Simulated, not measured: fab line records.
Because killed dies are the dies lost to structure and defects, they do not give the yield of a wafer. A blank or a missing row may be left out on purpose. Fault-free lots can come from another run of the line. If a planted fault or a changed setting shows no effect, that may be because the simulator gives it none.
The same fault as seen by 2 desks ; flow berkeley cmos170 ; each desk holds nothing but its own numbers, with what lay behind them at the end

AT THE METROLOGY DESK
What the gauges read for every lot (on any tool): the sampled wafers with a number, averaged. Any lot whose mean is over 4 standard deviations away from the usual mean is out of limits and marked OUT; that distance is given in the brackets.
Columns: A = PFIELD_OVL at UCB170_PFIELD_OVL_MEAS_06, usual -2 nm; B = SCREENOX_OXIDE_THK at UCB170_SCREENOX_THK_MEAS_02, usual 14.35 nm; C = V2_TEOS_THK at UCB170_V2_THK_MEAS_01, usual 1999 nm; D = V2_BOW at UCB170_V2_BOW_MEAS_03, usual 38 um
lot;first seen here;A;B;C;D
L467;day 4 19:48;-0;14.44;1993;43
L468;day 5 03:22;-2;14.25;2013;37
L472;day 5 18:01;-6;14.38;2028;39
L470;day 5 18:24;2;14.02;1987;34
L471;day 5 20:14;-4;14.24;2004;36
L475;day 6 17:51;5;14.39;2013;31
L474;day 6 18:08;11;14.22;1988;43
L480;day 7 05:55;-2;14.47;2522 (+23) OUT;37
L479;day 7 06:18;-3;14.28;1991;31
L481;day 7 15:40;4;14.58;1993;30
L484;day 8 11:45;1;14.53;2010;40
L487;day 8 18:22;-9;14.91;1995;41
L486;day 8 18:50;1;14.24;1995;43
This desk finds L480 out of limits, with the earliest case on L480 at day 10 10:25 (V2_TEOS_THK at UCB170_V2_THK_MEAS_01). In limits: L467, L468, L472, L470, L471, L475, L474, L479, L481, L484, L487, L486.

AT THE TOOL OWNER'S DESK: pecvd-02
The tool's own readings at UCB170_V2_CVD_00 (deposits SiO2 from TEOS/O2, target thk 2000 nm, time 250 s): means of the sampled wafers that have a number, for each lot that ran on this tool. Any lot whose mean is over 4 standard deviations away from the usual mean is out of limits and marked OUT; that distance is given in the brackets.
Columns: A = heater power w at UCB170_V2_CVD_00, usual 256 W
lot;first seen here;A
L472;day 8 18:26;269
L470;day 8 19:15;266
L474;day 9 15:57;301
L480;day 10 10:16;240
Result from this desk: across the 4 lots, nothing is out of limits.

TAKEN TOGETHER
An alarm was possible from the metrology desk at day 10 10:25, on L480.
The tool owner's desk saw nothing out of limits.
Tool owner's desk: L480 on record, inside its limits.
Every lot named ran UCB170_V2_CVD_00 on pecvd-02.

WHAT HAD BEEN PUT IN BY THE SIMULATOR
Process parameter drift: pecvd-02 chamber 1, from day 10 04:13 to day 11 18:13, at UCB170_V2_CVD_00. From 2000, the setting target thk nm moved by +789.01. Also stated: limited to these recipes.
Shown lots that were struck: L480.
Hours from the fault's start to each desk's first reading out of limits: the metrology desk, 6.
